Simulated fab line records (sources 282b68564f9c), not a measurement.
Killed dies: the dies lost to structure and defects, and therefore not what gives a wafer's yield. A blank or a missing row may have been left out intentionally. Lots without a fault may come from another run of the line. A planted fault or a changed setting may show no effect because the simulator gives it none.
fab line records | flow ritCmos
record: lots: 14 wafers: 42 lastDay: 7
route steps=202 shown REOX@101 M1@202
lots that met no fault: taken from a fault-free run of the same line
startH: hours from the record's opening day to when the first of the lot's shown wafers began | waitH: how many hours have passed since the lot's step before this one | " unchanged from the row above | L1.1+2: a row that stands for several wafers | - no value, or no start given | * or withheld: withheld | < > ~ a bound
route shown NAME@n: names a module that has steps shown in the file, with the first one's number in the route | usual: the fault-free wafers' mean and standard deviation | same: alike in all rows | chamber/n: place in a boat | sites: the reading at each site | _std_site: their standard deviation | _edge_site: inner sites' mean taken away from outer sites' mean | radiusMm: for every site, how far away it sits from the centre of the wafer | mask NAME#n: copy n | behind: the tool/chamber that last shaped the wafer | hold: the reason the lot was held/the length of the hold in hours/how it ended | device: names the non-switching transistor (n, p or np) | end of line: the tests these same wafers got at the end of their route | a step with no rows: only its recipe | killed: dies lost to structure and defects at the first sort, not the wafer's yield | map: the dies of a wafer, with x for killed, . for not killed, _ for no die there
set.NAME: the setting that was run; set.NAME@STEP: the one run at that earlier step | model.NAME: the simulator's own value behind a step, which no gauge read
the route's steps for a sample of lots (tables are steps, rows are wafers)
services: the hour from which a tool's chamber was out of use, counted from the record's first day as startH (under 0 if before that day), plus the number of hours and why
== steps ==
step: RIT_REOX_OXIDATION_03
recipe: tempC: 900 ambient: O2 targetThkA: 252 oxTimeS: 5580
usual: tubeCenterTempC: 899.99/0.084
columns lot.wafer tool chamber startH waitH tubeCenterTempC
L302.2 furnace-02 0 53.68 0.6 900.06
L302.3 " 0 " " 899.89
L302.5 " 0 " " 899.87
L303.1 furnace-01 0 54.88 0.0 900.04
L303.2 " 0 " " 900.06
L303.6 " 0 " " 899.86
L304.2 furnace-02 0 62.97 0.0 900.02
L304.3 " 0 " " 899.89
L304.5 " 0 " " 900.05
L305.3 furnace-04 0 64.47 0.0 899.97
L305.4 " 0 " " 899.91
L305.6 " 0 " " 899.98
L307.1 furnace-04 0 72.59 0.0 899.97
L307.2 " 0 " " 900.02
L307.3 " 0 " " 900.12
L307.1 furnace-04 0 75.31 0.2 899.99
L307.2 " 0 " " 899.96
L307.3 " 0 " " 899.97
L308.1 furnace-02 0 78.52 0.0 900
L308.4 " 0 " " 900.1
L308.5 " 0 " " 899.9
L309.1 furnace-02 0 85.42 0.3 899.96
L309.4 " 0 " " 900
L309.6 " 0 " " 899.76
L309.1 furnace-01 0 88.53 0.6 900.01
L309.4 " 0 " " 900.05
L309.6 " 0 " " 900.03
L312.1 furnace-02 0 100.07 0.0 900.08
L312.2 " 0 " " 900.03
L312.5 " 0 " " 900.06
L316.2 furnace-04 0 119.00 1.1 899.85
L316.4 " 0 " " 899.99
L316.5 " 0 " " 899.97
L317.1 furnace-01 0 123.95 0.0 900.01
L317.2 " 0 " " 899.94
L317.3 " 0 " " 899.99
L318.3 furnace-04 0 128.45 0.0 899.91
L318.4 " 0 " " 900.02
L318.5 " 0 " " 899.89
L319.2 furnace-01 0 132.93 0.1 900.01
L319.4 " 0 " " 899.98
L319.5 " 0 " " 899.97
L320.1 furnace-01 0 137.84 0.7 900
L320.3 " 0 " " 900.11
L320.6 " 0 " " 899.85
L321.1 furnace-02 0 143.44 0.0 900
L321.2 " 0 " " 900.1
L321.5 " 0 " " 900
step: RIT_REOX_THK_MEAS_04
recipe: reads: SiO2_of_REOX_OXIDATION_03
usual: REOX_OXIDE_THK: 25.2/0.49
columns lot.wafer tool chamber startH waitH REOX_OXIDE_THK[nm]
L302.2 filmMetro-02 - 56.24 0.0 24.9
L302.3 " - " " 24.3
L302.5 " - " " 25.1
L303.1 filmMetro-01 - 57.43 0.0 25.6
L303.2 " - " " 25.2
L303.6 " - " " 25.6
L304.2 filmMetro-02 - 65.53 0.0 25.0
L304.3 " - " " 25.1
L304.5 " - " " 24.7
L305.3 filmMetro-03 - 67.04 0.0 24.7
L305.4 " - " " 24.7
L305.6 " - " " 24.7
L307.1 filmMetro-02 - 77.86 0.0 40.4
L307.2 " - " " 40.0
L307.3 " - " " 39.7
L308.1 filmMetro-03 - 81.07 0.0 25.0
L308.4 " - " " 25.0
L308.5 " - " " 24.6
L309.1 filmMetro-01 - 91.16 0.1 39.1
L309.4 " - " " 39.9
L309.6 " - " " 40.9
L312.1 filmMetro-02 - 102.62 0.0 24.8
L312.2 " - " " 24.8
L312.5 " - " " 24.5
L316.2 filmMetro-02 - 121.56 0.0 26.1
L316.4 " - " " 26.2
L316.5 " - " " 25.5
L317.1 filmMetro-02 - 126.50 0.0 25.6
L317.2 " - " " 25.9
L317.3 " - " " 25.6
L318.3 filmMetro-01 - 131.02 0.0 25.4
L318.4 " - " " 25.1
L318.5 " - " " 25.3
L319.2 filmMetro-03 - 135.49 0.0 25.2
L319.4 " - " " 25.5
L319.5 " - " " 25.2
L320.1 filmMetro-01 - 140.39 0.0 25.7
L320.3 " - " " 25.5
L320.6 " - " " 25.6
L321.1 filmMetro-02 - 145.99 0.0 25.1
L321.2 " - " " 25.2
L321.5 " - " " 25.4
step: RIT_M1_PROBE_99
usual: killed_at_M0_to_M3: 0.0/0.16 killedAtContacts: 0.1/0.25 killedAtFrontEnd: 7/3.2 killedDies: 7/3.2 killedOpen: 3.5/2.1 killedShort: 3.5/2.1
same: grossDies: 264 killed_at_M4_up: 0 killedAtBackSide: 0 killedAtOther: 0
columns lot.wafer tool chamber startH waitH killed_at_M0_to_M3 killedAtContacts killedAtFrontEnd killedDies killedOpen killedShort
L307.1 prober-01 - 96.38 0.1 0 0 15 15 6 9
L307.2 prober-01 - 96.43 0.1 0 0 8 8 3 5
L307.3 prober-01 - 96.48 0.2 0 0 4 4 3 1
L309.1 prober-01 - 110.22 0.1 0 0 9 9 3 6
L309.4 prober-01 - 110.37 0.2 0 0 4 4 1 3
L309.6 prober-01 - 110.47 0.2 0 0 2 2 1 1
killed by level:class
L307.1 GATE:geometricParticle:open=6 GATE:geometricParticle:short=5 REOX:geometricParticle:short=2 ACTIVE:geometricParticle:short=1 FOX1:geometricParticle:short=1
L307.2 GATE:geometricParticle:short=3 GATE:geometricParticle:open=2 REOX:geometricParticle:short=1 REOX:geometricParticle:open=1 SILICIDE:geometricParticle:short=1
L307.3 GATE:geometricParticle:open=2 GATE:geometricParticle:short=1 SILICIDE:geometricParticle:open=1
L309.1 GATE:geometricParticle:open=3 GATE:geometricParticle:short=3 FOX2:geometricParticle:short=1 REOX:geometricParticle:short=1 SILICIDE:geometricParticle:short=1
L309.4 GATE:geometricParticle:short=2 FOX1:geometricParticle:open=1 SPACER:geometricParticle:short=1
L309.6 FOX2:geometricParticle:open=1 SILICIDE:geometricParticle:short=1
== services ==
columns tool chamber startH hours kind
furnace-02 - 46.62 4.3 pm
furnace-02 - 93.25 4.3 pm
== key ==
firstSign: step: RIT_REOX_OXIDATION_03 reading: visit direction: added
effect: step: RIT_REOX_THK_MEAS_04 reading: REOX_OXIDE_THK direction: up sigmas: 30 usual: 25.2 struck: 40.0
metAt RIT_REOX_OXIDATION_03
struckLots L307,L309
testerLeftOut L307,L309
fault: kind: repeatedStepWhole tool: furnace-01,furnace-02,furnace-04 chamber: - onsetH: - steps: RIT_REOX_OXIDATION_03 times: 1 scope: struckLotsOnly
testerLeftOut: of these lots the tester's yield and bins aren't shown, on N5 and GAA mostly nor the transistor test; their killed dies are dies lost to structure and defects alone, not to doping, threshold or leakage, so they don't give the yield
